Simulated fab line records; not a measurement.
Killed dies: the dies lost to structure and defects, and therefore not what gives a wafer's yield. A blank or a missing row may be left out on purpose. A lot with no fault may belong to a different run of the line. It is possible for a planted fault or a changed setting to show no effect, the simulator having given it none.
fab line records + flow ritCmos
record:
- lots: 13
- wafers: 39
- lastDay: 8
route steps=202 shown GATE@97 NSD@134 PSD@152 CONTACT@168 M1@202
lots untouched by any fault: they come from a run of this same line in which no faults occurred
startH: hours from the record's opening day to when the first of the lot's shown wafers began + waitH: hours elapsed since this lot's preceding step + " the same as in the row above + L1.1+2: several wafers, shown together as one row + - no value, or no start given + * or withheld: withheld + < > ~ a bound
route shown NAME@n: names a module that has steps shown in the file, with the first one's number in the route + usual: mean/standard deviation of fault-free wafers + same: alike in all rows + chamber/n: place in a boat + sites: readings site by site + _std_site: the values' standard deviation + _edge_site: inner sites' mean taken away from outer sites' mean + radiusMm: for every site, how far away it sits from the centre of the wafer + mask NAME#n: copy n + behind: the most recent tool/chamber to have shaped the wafer + hold: what put the lot on hold/how long, in hours/how the hold closed + device: the n, p or np transistor that did not switch + end of line: tests of these same wafers at the route's end + for a step that has no rows: nothing shown but its recipe + killed: dies lost to structure and defects at the first sort, not the wafer's yield + map: per-die view of a wafer (x killed, . not killed, _ where there is no die)
set.NAME: setting as actually run; set.NAME@STEP: the setting as run at that earlier step + model.NAME: the simulator's own value behind a step, which no gauge read
the route's steps for a sample of lots (tables are steps, rows are wafers)
services: when a tool's chamber went out of use (startH, in hours from the record's first day, below 0 if earlier), for how many hours, and the reason
== steps ==
step: RIT_GATE_CD_MEAS_90
recipe:
- targetCdNm: 150
usual:
- cdNm: 149/3.4
| lot.wafer | tool     | chamber | startH | waitH | cdNm |
|-----------|----------|---------|--------|-------|------|
| L564.2    | cdSem-02 | -       | 48.80  | 0.1   | 149  |
| L564.4    | "        | -       | "      | "     | 150  |
| L564.5    | "        | -       | "      | "     | 149  |
| L565.3    | cdSem-01 | -       | 49.39  | 0.1   | 146  |
| L565.4    | "        | -       | "      | "     | 148  |
| L565.5    | "        | -       | "      | "     | 147  |
| L567.4    | cdSem-01 | -       | 68.80  | 0.1   | 150  |
| L567.5    | "        | -       | "      | "     | 150  |
| L567.6    | "        | -       | "      | "     | 149  |
| L568.3    | cdSem-02 | -       | 70.29  | 0.1   | 151  |
| L568.4    | "        | -       | "      | "     | 154  |
| L568.5    | "        | -       | "      | "     | 151  |
| L569.3    | cdSem-01 | -       | 71.84  | 0.1   | 153  |
| L569.4    | "        | -       | "      | "     | 152  |
| L569.6    | "        | -       | "      | "     | 149  |
| L572.2    | cdSem-02 | -       | 87.44  | 0.1   | 151  |
| L572.3    | "        | -       | "      | "     | 148  |
| L572.4    | "        | -       | "      | "     | 147  |
| L575.2    | cdSem-02 | -       | 103.24 | 0.1   | 145  |
| L575.3    | "        | -       | "      | "     | 145  |
| L575.5    | "        | -       | "      | "     | 143  |
| L577.2    | cdSem-02 | -       | 108.74 | 0.1   | 154  |
| L577.3    | "        | -       | "      | "     | 155  |
| L577.4    | "        | -       | "      | "     | 155  |
| L578.2    | cdSem-01 | -       | 118.53 | 0.1   | 148  |
| L578.4    | "        | -       | "      | "     | 145  |
| L578.6    | "        | -       | "      | "     | 143  |
| L579.1    | cdSem-01 | -       | 120.73 | 0.1   | 150  |
| L579.4    | "        | -       | "      | "     | 150  |
| L579.5    | "        | -       | "      | "     | 151  |
| L584.1    | cdSem-02 | -       | 153.35 | 0.1   | 150  |
| L584.2    | "        | -       | "      | "     | 149  |
| L584.6    | "        | -       | "      | "     | 148  |
| L585.1    | cdSem-01 | -       | 160.71 | 0.1   | 152  |
| L585.2    | "        | -       | "      | "     | 154  |
| L585.3    | "        | -       | "      | "     | 152  |
| L586.3    | cdSem-02 | -       | 165.19 | 0.1   | 141  |
| L586.5    | "        | -       | "      | "     | 143  |
| L586.6    | "        | -       | "      | "     | 143  |
step: RIT_NSD_EXPOSE_03
recipe:
- maskId: M9
- na: 0.57
- targetCdNm: 40700
- doseMj: 250
usual:
- reticleTempC: 23.00/0.1
| lot.wafer | tool            | chamber | startH | waitH | mask  | reticleTempC |
|-----------|-----------------|---------|--------|-------|-------|--------------|
| L564.2    | ilineStepper-01 | 0       | 59.05  | 0.1   | M9#0  | 22.97        |
| L564.4    | "               | 0       | "      | "     | M9#0  | 22.90        |
| L564.5    | "               | 0       | "      | "     | M9#0  | 23.02        |
| L565.3    | ilineStepper-01 | 0       | 59.52  | 0.1   | M9#0  | 22.99        |
| L565.4    | "               | 0       | "      | "     | M9#0  | 22.98        |
| L565.5    | "               | 0       | "      | "     | M9#0  | 22.99        |
| L567.4    | ilineStepper-01 | 0       | 78.44  | 0.1   | M9#0  | 22.76        |
| L567.5    | "               | 0       | "      | "     | M9#0  | 22.97        |
| L567.6    | "               | 0       | "      | "     | M9#0  | 22.92        |
| L568.3    | ilineStepper-01 | 0       | 81.11  | 0.1   | M9#0  | 23.01        |
| L568.4    | "               | 0       | "      | "     | M9#0  | 23.09        |
| L568.5    | "               | 0       | "      | "     | M9#0  | 23.15        |
| L569.3    | ilineStepper-01 | 0       | 81.35  | 0.1   | M9#0  | 22.87        |
| L569.4    | "               | 0       | "      | "     | M9#0  | 23.06        |
| L569.6    | "               | 0       | "      | "     | M9#0  | 22.87        |
| L572.2    | ilineStepper-02 | 0       | 99.49  | 0.2   | M9#0  | 22.89        |
| L572.3    | "               | 0       | "      | "     | M9#0  | 22.99        |
| L572.4    | "               | 0       | "      | "     | M9#0  | 22.98        |
| L575.2    | ilineStepper-01 | 0       | 113.71 | 0.2   | M9#0  | 23.01        |
| L575.3    | "               | 0       | "      | "     | M9#0  | 23.08        |
| L575.5    | "               | 0       | "      | "     | M9#0  | 23.19        |
| L577.2    | ilineStepper-01 | 0       | 118.16 | 0.2   | M9#0  | 23.13        |
| L577.3    | "               | 0       | "      | "     | M9#0  | 22.86        |
| L577.4    | "               | 0       | "      | "     | M9#0  | 22.87        |
| L578.2    | ilineStepper-01 | 0       | 128.50 | 0.1   | M10#0 | 23.08        |
| L578.4    | "               | 0       | "      | "     | M10#0 | 22.98        |
| L578.6    | "               | 0       | "      | "     | M10#0 | 22.93        |
| L579.1    | ilineStepper-02 | 0       | 132.20 | 0.2   | M9#0  | 22.80        |
| L579.4    | "               | 0       | "      | "     | M9#0  | 23.09        |
| L579.5    | "               | 0       | "      | "     | M9#0  | 23.23        |
| L584.1    | ilineStepper-02 | 0       | 166.19 | 0.2   | M9#0  | 23.12        |
| L584.2    | "               | 0       | "      | "     | M9#0  | 22.80        |
| L584.6    | "               | 0       | "      | "     | M9#0  | 22.86        |
| L585.1    | ilineStepper-02 | 0       | 175.05 | 0.1   | M9#0  | 22.89        |
| L585.2    | "               | 0       | "      | "     | M9#0  | 23.06        |
| L585.3    | "               | 0       | "      | "     | M9#0  | 23.04        |
| L586.3    | ilineStepper-01 | 0       | 175.65 | 0.2   | M9#0  | 22.87        |
| L586.5    | "               | 0       | "      | "     | M9#0  | 22.97        |
| L586.6    | "               | 0       | "      | "     | M9#0  | 23.09        |
step: RIT_NSD_OVL_MEAS_06
usual:
- NSD_OVL: 0.1/1.5
| lot.wafer | tool       | chamber | startH | waitH | NSD_OVL[nm] |
|-----------|------------|---------|--------|-------|-------------|
| L564.2    | overlay-01 | -       | 59.44  | -     | -2.0        |
| L564.4    | "          | -       | "      | "     | -0.9        |
| L564.5    | "          | -       | "      | "     | -2.0        |
| L565.3    | overlay-02 | -       | 59.98  | -     | -0.8        |
| L565.4    | "          | -       | "      | "     | 1.2         |
| L565.5    | "          | -       | "      | "     | -0.5        |
| L567.4    | overlay-01 | -       | 78.80  | -     | -1.7        |
| L567.5    | "          | -       | "      | "     | -2.1        |
| L567.6    | "          | -       | "      | "     | -1.6        |
| L568.3    | overlay-01 | -       | 81.48  | -     | 0.6         |
| L568.4    | "          | -       | "      | "     | 0.0         |
| L568.5    | "          | -       | "      | "     | 0.0         |
| L569.3    | overlay-01 | -       | 81.72  | -     | 0.2         |
| L569.4    | "          | -       | "      | "     | 0.6         |
| L569.6    | "          | -       | "      | "     | -1.1        |
| L572.2    | overlay-01 | -       | 99.88  | -     | 1.1         |
| L572.3    | "          | -       | "      | "     | -0.7        |
| L572.4    | "          | -       | "      | "     | -0.3        |
| L575.2    | overlay-01 | -       | 114.10 | -     | -1.0        |
| L575.3    | "          | -       | "      | "     | -0.6        |
| L575.5    | "          | -       | "      | "     | 1.7         |
| L577.2    | overlay-02 | -       | 118.55 | -     | 1.2         |
| L577.3    | "          | -       | "      | "     | 1.9         |
| L577.4    | "          | -       | "      | "     | 2.9         |
| L578.2    | overlay-01 | -       | 128.88 | -     | -           |
| L578.4    | "          | -       | "      | "     | -           |
| L578.6    | "          | -       | "      | "     | -           |
| L579.1    | overlay-02 | -       | 132.60 | -     | -0.2        |
| L579.4    | "          | -       | "      | "     | 0.5         |
| L579.5    | "          | -       | "      | "     | 1.6         |
| L584.1    | overlay-01 | -       | 166.59 | -     | 0.3         |
| L584.2    | "          | -       | "      | "     | -0.3        |
| L584.6    | "          | -       | "      | "     | 1.6         |
| L585.1    | overlay-02 | -       | 175.45 | -     | -1.9        |
| L585.2    | "          | -       | "      | "     | -1.4        |
| L585.3    | "          | -       | "      | "     | -0.9        |
| L586.3    | overlay-01 | -       | 176.03 | -     | -0.6        |
| L586.5    | "          | -       | "      | "     | -2.4        |
| L586.6    | "          | -       | "      | "     | -1.9        |
step: RIT_NSD_STRIP_09
recipe:
- chemistry: O2
- timeS: 180
- resist: NOVOLAK
- platenTempC: withheld
- powerW: 500
- pressureMtorr: 4000
- o2FlowSccm: 4000
usual:
- drypumpMotorCurrentA: 5.7/0.31
- rfReflPowerW: 7.3/1.5
same:
- timeS: 180
| lot.wafer | tool           | chamber | startH | waitH | drypumpMotorCurrentA | rfHoursCounterH | rfReflPowerW |
|-----------|----------------|---------|--------|-------|----------------------|-----------------|--------------|
| L564.2    | plasmaAsher-04 | 0       | 59.85  | 0.1   | 5.7                  | 41              | 8.6          |
| L564.4    | "              | 0       | "      | "     | 5.7                  | -               | 8.7          |
| L564.5    | "              | 0       | "      | "     | 5.7                  | -               | 8.5          |
| L565.3    | plasmaAsher-01 | 0       | 60.51  | 0.1   | 5.6                  | -               | 8.0          |
| L565.4    | "              | 1       | "      | "     | 5.7                  | -               | 7.6          |
| L565.5    | "              | 0       | "      | "     | 5.6                  | -               | 7.6          |
| L567.4    | plasmaAsher-04 | 1       | 79.18  | 0.1   | 5.2                  | -               | 6.6          |
| L567.5    | "              | 0       | "      | "     | 5.7                  | -               | 8.4          |
| L567.6    | "              | 1       | "      | "     | 5.2                  | -               | 6.3          |
| L568.3    | plasmaAsher-01 | 1       | 81.86  | 0.1   | 5.7                  | -               | 7.3          |
| L568.4    | "              | 0       | "      | "     | 5.7                  | -               | 8.0          |
| L568.5    | "              | 0       | "      | "     | 5.7                  | -               | 7.7          |
| L569.3    | plasmaAsher-04 | 1       | 82.11  | 0.1   | 5.2                  | -               | 6.0          |
| L569.4    | "              | 0       | "      | "     | 5.7                  | -               | 8.5          |
| L569.6    | "              | 1       | "      | "     | 5.2                  | -               | 5.9          |
| L572.2    | plasmaAsher-01 | 0       | 100.21 | 0.1   | 5.6                  | 45              | 8.1          |
| L572.3    | "              | 0       | "      | "     | 5.7                  | -               | 8.0          |
| L572.4    | "              | 1       | "      | "     | 5.7                  | -               | 7.2          |
| L575.2    | plasmaAsher-02 | 1       | 114.43 | 0.1   | 6.0                  | 31              | 9.1          |
| L575.3    | "              | 1       | "      | "     | 6.0                  | -               | 8.8          |
| L575.5    | "              | 1       | "      | "     | 6.0                  | -               | 9.0          |
| L577.2    | plasmaAsher-01 | 0       | 118.88 | 0.1   | 5.6                  | 0               | 7.6          |
| L577.3    | "              | 1       | "      | "     | 5.7                  | -               | 7.3          |
| L577.4    | "              | 0       | "      | "     | 5.6                  | -               | 7.8          |
| L578.2    | plasmaAsher-02 | 1       | 129.21 | 0.1   | 6.0                  | 33              | 9.0          |
| L578.4    | "              | 0       | "      | "     | 6.2                  | -               | 4.1          |
| L578.6    | "              | 1       | "      | "     | 6.0                  | -               | 9.0          |
| L579.1    | plasmaAsher-01 | 1       | 132.94 | 0.1   | 5.7                  | 2               | 7.8          |
| L579.4    | "              | 1       | "      | "     | 5.7                  | -               | 7.6          |
| L579.5    | "              | 0       | "      | "     | 5.6                  | -               | 7.7          |
| L584.1    | plasmaAsher-01 | 0       | 166.92 | 0.1   | 5.6                  | 4               | 7.5          |
| L584.2    | "              | 1       | "      | "     | 5.7                  | 4               | 7.1          |
| L584.6    | "              | 1       | "      | "     | 5.7                  | -               | 7.7          |
| L585.1    | plasmaAsher-01 | 0       | 175.78 | 0.1   | 5.6                  | 5               | 7.7          |
| L585.2    | "              | 1       | "      | "     | 5.7                  | 5               | 7.5          |
| L585.3    | "              | 1       | "      | "     | 5.7                  | -               | 8.0          |
| L586.3    | plasmaAsher-04 | 0       | 176.41 | 0.1   | 5.7                  | -               | 8.5          |
| L586.5    | "              | 0       | "      | "     | 5.7                  | -               | 8.7          |
| L586.6    | "              | 1       | "      | "     | 5.2                  | -               | 6.3          |
step: RIT_NSD_TW_MEAS_10
usual:
- NSD_TW: 3094/15
| lot.wafer | tool         | chamber | startH | waitH | NSD_TW |
|-----------|--------------|---------|--------|-------|--------|
| L564.2    | filmMetro-03 | -       | 60.03  | 0.1   | 3102   |
| L564.4    | "            | -       | "      | "     | 3081   |
| L564.5    | "            | -       | "      | "     | 3083   |
| L565.3    | filmMetro-01 | -       | 60.64  | 0.1   | 3109   |
| L565.4    | "            | -       | "      | "     | 3109   |
| L565.5    | "            | -       | "      | "     | 3102   |
| L567.4    | filmMetro-03 | -       | 79.32  | 0.1   | 3083   |
| L567.5    | "            | -       | "      | "     | 3099   |
| L567.6    | "            | -       | "      | "     | 3097   |
| L568.3    | filmMetro-01 | -       | 82.00  | 0.1   | 3106   |
| L568.4    | "            | -       | "      | "     | 3114   |
| L568.5    | "            | -       | "      | "     | 3105   |
| L569.3    | filmMetro-03 | -       | 82.24  | 0.1   | 3067   |
| L569.4    | "            | -       | "      | "     | 3089   |
| L569.6    | "            | -       | "      | "     | 3075   |
| L572.2    | filmMetro-04 | -       | 100.39 | 0.1   | 3086   |
| L572.3    | "            | -       | "      | "     | 3090   |
| L572.4    | "            | -       | "      | "     | 3096   |
| L575.2    | filmMetro-03 | -       | 114.61 | 0.1   | 3089   |
| L575.3    | "            | -       | "      | "     | 3102   |
| L575.5    | "            | -       | "      | "     | 3089   |
| L577.2    | filmMetro-04 | -       | 119.06 | 0.1   | 3100   |
| L577.3    | "            | -       | "      | "     | 3107   |
| L577.4    | "            | -       | "      | "     | 3111   |
| L578.2    | filmMetro-04 | -       | 129.40 | 0.1   | 30     |
| L578.4    | "            | -       | "      | "     | 30     |
| L578.6    | "            | -       | "      | "     | 30     |
| L579.1    | filmMetro-04 | -       | 133.11 | 0.1   | 3078   |
| L579.4    | "            | -       | "      | "     | 3067   |
| L579.5    | "            | -       | "      | "     | 3082   |
| L584.1    | filmMetro-01 | -       | 167.10 | 0.1   | 3081   |
| L584.2    | "            | -       | "      | "     | 3119   |
| L584.6    | "            | -       | "      | "     | 3124   |
| L585.1    | filmMetro-01 | -       | 175.96 | 0.1   | 3118   |
| L585.2    | "            | -       | "      | "     | 3109   |
| L585.3    | "            | -       | "      | "     | 3103   |
| L586.3    | filmMetro-04 | -       | 176.55 | 0.1   | 3099   |
| L586.5    | "            | -       | "      | "     | 3114   |
| L586.6    | "            | -       | "      | "     | 3101   |
step: RIT_PSD_TW_MEAS_10
usual:
- PSD_TW: 3405/18
| lot.wafer | tool         | chamber | startH | waitH | PSD_TW |
|-----------|--------------|---------|--------|-------|--------|
| L564.2    | filmMetro-04 | -       | 61.67  | 0.1   | 3372   |
| L564.4    | "            | -       | "      | "     | 3365   |
| L564.5    | "            | -       | "      | "     | 3373   |
| L565.3    | filmMetro-01 | -       | 62.06  | 0.1   | 3418   |
| L565.4    | "            | -       | "      | "     | 3404   |
| L565.5    | "            | -       | "      | "     | 3403   |
| L567.4    | filmMetro-03 | -       | 80.75  | 0.1   | 3379   |
| L567.5    | "            | -       | "      | "     | 3387   |
| L567.6    | "            | -       | "      | "     | 3399   |
| L568.3    | filmMetro-01 | -       | 83.71  | 0.1   | 3420   |
| L568.4    | "            | -       | "      | "     | 3418   |
| L568.5    | "            | -       | "      | "     | 3413   |
| L569.3    | filmMetro-03 | -       | 83.86  | 0.1   | 3373   |
| L569.4    | "            | -       | "      | "     | 3378   |
| L569.6    | "            | -       | "      | "     | 3367   |
| L572.2    | filmMetro-01 | -       | 102.21 | 0.1   | 3413   |
| L572.3    | "            | -       | "      | "     | 3415   |
| L572.4    | "            | -       | "      | "     | 3408   |
| L575.2    | filmMetro-01 | -       | 116.16 | 0.1   | 3414   |
| L575.3    | "            | -       | "      | "     | 3420   |
| L575.5    | "            | -       | "      | "     | 3426   |
| L577.2    | filmMetro-01 | -       | 120.61 | 0.1   | 3424   |
| L577.3    | "            | -       | "      | "     | 3421   |
| L577.4    | "            | -       | "      | "     | 3446   |
| L578.2    | filmMetro-03 | -       | 130.82 | 0.1   | 3582   |
| L578.4    | "            | -       | "      | "     | 3597   |
| L578.6    | "            | -       | "      | "     | 3602   |
| L579.1    | filmMetro-01 | -       | 134.54 | 0.1   | 3433   |
| L579.4    | "            | -       | "      | "     | 3427   |
| L579.5    | "            | -       | "      | "     | 3426   |
| L584.1    | filmMetro-03 | -       | 168.52 | 0.1   | 3407   |
| L584.2    | "            | -       | "      | "     | 3389   |
| L584.6    | "            | -       | "      | "     | 3411   |
| L585.1    | filmMetro-01 | -       | 177.50 | 0.1   | 3435   |
| L585.2    | "            | -       | "      | "     | 3433   |
| L585.3    | "            | -       | "      | "     | 3434   |
| L586.3    | filmMetro-03 | -       | 177.97 | 0.1   | 3384   |
| L586.5    | "            | -       | "      | "     | 3400   |
| L586.6    | "            | -       | "      | "     | 3379   |
step: RIT_CONTACT_CVD_00
recipe:
- material: SiO2
- targetThkNm: 400
- precursor: TEOS
- tempC: 390
- timeS: 61
- rfW: 400
usual:
- heaterPowerW: 306/42
same:
- timeS: 61
| lot.wafer | tool     | chamber | startH | waitH | heaterPowerW |
|-----------|----------|---------|--------|-------|--------------|
| L564.2    | pecvd-04 | 1       | 63.16  | 0.0   | 305          |
| L564.4    | "        | 1       | "      | "     | 307          |
| L564.5    | "        | 0       | "      | "     | 320          |
| L565.3    | pecvd-02 | 0       | 63.56  | 0.0   | 303          |
| L565.4    | "        | 0       | "      | "     | 320          |
| L565.5    | "        | 1       | "      | "     | 319          |
| L567.4    | pecvd-04 | 2       | 82.23  | 0.0   | 236          |
| L567.5    | "        | 0       | "      | "     | 294          |
| L567.6    | "        | 1       | "      | "     | 285          |
| L568.3    | pecvd-02 | 0       | 85.17  | 0.0   | 297          |
| L568.4    | "        | 0       | "      | "     | 327          |
| L568.5    | "        | 2       | "      | "     | 293          |
| L569.3    | pecvd-01 | 1       | 85.34  | 0.0   | 282          |
| L569.4    | "        | 0       | "      | "     | 270          |
| L569.6    | "        | 2       | "      | "     | 305          |
| L572.2    | pecvd-01 | 2       | 103.69 | 0.0   | 365          |
| L572.3    | "        | 1       | "      | "     | 238          |
| L572.4    | "        | 1       | "      | "     | 251          |
| L575.2    | pecvd-01 | 1       | 118.08 | 0.0   | 291          |
| L575.3    | "        | 0       | "      | "     | 275          |
| L575.5    | "        | 1       | "      | "     | 298          |
| L577.2    | pecvd-02 | 1       | 122.63 | 0.0   | 308          |
| L577.3    | "        | 2       | "      | "     | 318          |
| L577.4    | "        | 1       | "      | "     | 332          |
| L578.2    | pecvd-01 | 2       | 132.47 | 0.0   | 381          |
| L578.4    | "        | 1       | "      | "     | 279          |
| L578.6    | "        | 2       | "      | "     | 403          |
| L579.1    | pecvd-04 | 2       | 136.17 | 0.1   | 247          |
| L579.4    | "        | 0       | "      | "     | 300          |
| L579.5    | "        | 1       | "      | "     | 303          |
| L584.1    | pecvd-01 | 2       | 170.01 | 0.1   | 308          |
| L584.2    | "        | 1       | "      | "     | 304          |
| L584.6    | "        | 0       | "      | "     | 278          |
| L585.1    | pecvd-04 | 0       | 178.99 | 0.1   | 312          |
| L585.2    | "        | 2       | "      | "     | 281          |
| L585.3    | "        | 1       | "      | "     | 293          |
| L586.3    | pecvd-02 | 0       | 179.78 | 0.0   | 304          |
| L586.5    | "        | 0       | "      | "     | 332          |
| L586.6    | "        | 2       | "      | "     | 318          |
step: RIT_M1_PROBE_99
usual:
- killed_at_M0_to_M3: 0.0/0.2
- killedAtContacts: 0.1/0.31
- killedAtFrontEnd: 7/3
- killedDies: 7/3
- killedOnRim: 2.0/1.3
- killedOpen: 3.8/2.1
- killedShort: 3.6/1.9
same:
- grossDies: 264
- killed_at_M4_up: 0
- killedAtBackSide: 0
- killedAtOther: 0
| lot.wafer | tool      | chamber | startH | waitH | killed_at_M0_to_M3 | killedAtContacts | killedAtFrontEnd | killedDies | killedOnRim | killedOpen | killedShort |
|-----------|-----------|---------|--------|-------|--------------------|------------------|------------------|------------|-------------|------------|-------------|
| L564.2    | prober-02 | -       | 69.74  | 0.1   | 0                  | 1                | 12               | 13         | 4           | 8          | 5           |
| L564.4    | prober-02 | -       | 69.84  | 0.2   | 0                  | 0                | 9                | 9          | 3           | 3          | 6           |
| L564.5    | prober-02 | -       | 69.89  | 0.2   | 0                  | 0                | 2                | 2          | 1           | 1          | 1           |
| L568.3    | prober-02 | -       | 91.94  | 0.2   | 1                  | 0                | 3                | 4          | 1           | 1          | 3           |
| L568.4    | prober-02 | -       | 91.99  | 0.2   | 0                  | 0                | 1                | 1          | 0           | 0          | 1           |
| L568.5    | prober-02 | -       | 92.04  | 0.2   | 0                  | 0                | 4                | 4          | 1           | 1          | 3           |
| L569.3    | prober-01 | -       | 93.44  | 0.2   | 1                  | 0                | 8                | 9          | 4           | 5          | 4           |
| L569.4    | prober-01 | -       | 93.49  | 0.2   | 0                  | 0                | 6                | 6          | 2           | 3          | 3           |
| L569.6    | prober-01 | -       | 93.59  | 0.2   | 0                  | 0                | 9                | 9          | 3           | 2          | 7           |
| L572.2    | prober-02 | -       | 110.35 | 0.1   | 1                  | 0                | 7                | 8          | 2           | 5          | 3           |
| L572.3    | prober-02 | -       | 110.40 | 0.2   | 0                  | 0                | 6                | 6          | 1           | 1          | 5           |
| L572.4    | prober-02 | -       | 110.45 | 0.2   | 0                  | 0                | 5                | 5          | 1           | 2          | 3           |
| L575.2    | prober-01 | -       | 125.14 | 0.1   | 0                  | 0                | 5                | 5          | 1           | 2          | 3           |
| L575.3    | prober-01 | -       | 125.19 | 0.2   | 0                  | 0                | 6                | 6          | 1           | 3          | 3           |
| L575.5    | prober-01 | -       | 125.29 | 0.2   | 0                  | 0                | 11               | 11         | 4           | 8          | 3           |
| L578.2    | prober-02 | -       | 139.06 | 0.1   | 0                  | 1                | 263              | 264        | 70          | 2          | 2           |
| L578.4    | prober-02 | -       | 139.16 | 0.2   | 0                  | 0                | 264              | 264        | 70          | 4          | 3           |
| L578.6    | prober-02 | -       | 139.26 | 0.2   | 0                  | 1                | 263              | 264        | 70          | 5          | 0           |
| L585.1    | prober-01 | -       | 185.69 | 0.1   | 0                  | 0                | 5                | 5          | 2           | 2          | 2           |
| L585.2    | prober-01 | -       | 185.74 | 0.1   | 0                  | 0                | 4                | 4          | 2           | 4          | 0           |
| L585.3    | prober-01 | -       | 185.79 | 0.2   | 0                  | 0                | 10               | 10         | 4           | 4          | 6           |
killed by level:class
L564.2 FOX1:geometricParticle:open=2 GATE:geometricParticle:short=2 GATE:geometricParticle:open=2 SPACER:geometricParticle:open=2 SILICIDE:geometricParticle:short=2 SPACER:geometricParticle:short=1 SILICIDE:geometricParticle:open=1 CONTACT:geometricParticle:open=1
L564.4 SILICIDE:geometricParticle:short=3 FOX1:geometricParticle:short=1 FOX1:geometricParticle:open=1 FOX2:geometricParticle:short=1 GATE:geometricParticle:open=1 SPACER:geometricParticle:short=1 SILICIDE:geometricParticle:open=1
L564.5 FOX2:geometricParticle:open=1 SPACER:geometricParticle:short=1
L568.3 SPACER:geometricParticle:short=2 FOX2:geometricParticle:open=1 M1:geometricParticle:short=1
L568.4 SPACER:geometricParticle:short=1
L568.5 FOX1:geometricParticle:open=1 FOX1:geometricParticle:short=1 GATE:geometricParticle:short=1 SILICIDE:geometricParticle:short=1
L569.3 GATE:geometricParticle:short=2 FOX1:geometricParticle:short=1 FOX2:geometricParticle:open=1 FOX2:geometricParticle:short=1 GATE:geometricParticle:open=1 REOX:geometricParticle:open=1 SPACER:geometricParticle:open=1 M1:geometricParticle:open=1
L569.4 SILICIDE:geometricParticle:open=2 FOX1:geometricParticle:short=1 GATE:geometricParticle:open=1 SPACER:geometricParticle:short=1 REOX:geometricParticle:short=1
L569.6 GATE:geometricParticle:short=3 REOX:geometricParticle:short=3 FOX2:geometricParticle:open=2 SPACER:geometricParticle:short=1
L572.2 REOX:geometricParticle:short=2 FOX2:geometricParticle:open=1 GATE:geometricParticle:open=1 REOX:geometricParticle:open=1 SPACER:geometricParticle:open=1 SILICIDE:geometricParticle:open=1 M1:geometricParticle:short=1
L572.3 GATE:geometricParticle:short=3 SPACER:geometricParticle:short=2 GATE:geometricParticle:open=1
L572.4 SPACER:geometricParticle:short=2 GATE:geometricParticle:short=1 GATE:geometricParticle:open=1 SPACER:geometricParticle:open=1
L575.2 GATE:geometricParticle:short=2 FOX1:geometricParticle:open=1 REOX:geometricParticle:open=1 SPACER:geometricParticle:short=1
L575.3 GATE:geometricParticle:short=2 FOX1:geometricParticle:open=1 GATE:geometricParticle:open=1 SPACER:geometricParticle:short=1 SPACER:geometricParticle:open=1
L575.5 GATE:geometricParticle:open=4 FOX1:geometricParticle:short=2 FOX2:geometricParticle:open=2 REOX:geometricParticle:open=2 GATE:geometricParticle:short=1
L578.2 NSD:areaExpose=260 FOX1:geometricParticle:short=1 GATE:geometricParticle:open=1 SILICIDE:geometricParticle:open=1 CONTACT:geometricParticle:short=1
L578.4 NSD:areaExpose=257 GATE:geometricParticle:open=2 FOX1:geometricParticle:open=1 FOX2:geometricParticle:short=1 GATE:geometricParticle:short=1 REOX:geometricParticle:short=1 SPACER:geometricParticle:open=1
L578.6 NSD:areaExpose=259 FOX2:geometricParticle:open=2 GATE:geometricParticle:open=1 SPACER:geometricParticle:open=1 CONTACT:geometricParticle:open=1
L585.1 FOX1:geometricParticle:short=2 GATE:geometricParticle:open=1 SILICIDE:geometricParticle:open=1 PSD:coatMicrobubblePrinted=1
L585.2 FOX1:geometricParticle:open=2 REOX:geometricParticle:open=1 SPACER:geometricParticle:open=1
L585.3 SPACER:geometricParticle:short=4 SPACER:geometricParticle:open=4 GATE:geometricParticle:short=2
== services ==
| tool            | chamber | startH | hours | kind        |
|-----------------|---------|--------|-------|-------------|
| ilineStepper-01 | -       | 60.26  | 1.7   | pm          |
| plasmaAsher-04  | -       | 63.69  | 2.8   | pm          |
| ilineStepper-02 | 0       | 74.10  | -     | calibration |
| plasmaAsher-01  | -       | 89.30  | 3.2   | repair      |
| pecvd-04        | -       | 106.70 | 6.0   | pm          |
| plasmaAsher-01  | -       | 108.80 | 9.0   | pm          |
| plasmaAsher-01  | 0       | 108.80 | 9.0   | ventCycle   |
| plasmaAsher-01  | 1       | 108.80 | 9.0   | ventCycle   |
| plasmaAsher-01  | 0       | 117.80 | -     | clean       |
| plasmaAsher-01  | 1       | 117.80 | -     | clean       |
| ilineStepper-02 | -       | 135.32 | 5.4   | repair      |
== key ==
firstSign:
- step: RIT_NSD_EXPOSE_03
- reading: mask
- direction: changed
effect:
- step: RIT_NSD_OVL_MEAS_06
- reading: NSD_OVL
- direction: missing
effect:
- step: RIT_NSD_TW_MEAS_10
- reading: NSD_TW
- direction: down
- sigmas: 99+
- usual: 3094
- struck: 30
effect:
- step: RIT_PSD_TW_MEAS_10
- reading: PSD_TW
- direction: up
- sigmas: 10
- usual: 3405
- struck: 3593
effect:
- step: RIT_M1_PROBE_99
- reading: killedAtFrontEnd
- direction: up
- sigmas: 85
- usual: 7
- struck: 263
moreKillsBornAt:
- RIT_NSD_EXPOSE_03@ilineStepper-01: 776
metAt RIT_NSD_EXPOSE_03
struckLots L578
testerLeftOut L578
notActingAt RIT_GATE_CD_MEAS_90,RIT_NSD_STRIP_09,RIT_CONTACT_CVD_00
onsetBetween 118.16 128.50
fault:
- kind: wrongMask
- tool: any
- chamber: -
- onsetH: 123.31
- steps: RIT_NSD_EXPOSE_03
- auxCopy: M10#0
- scope: struckLotsOnly
testerLeftOut: of these lots the tester's yield and bins aren't shown, on N5 and GAA mostly nor the transistor test; their killed dies are dies lost to structure and defects alone, not to doping, threshold or leakage, so they don't give the yield
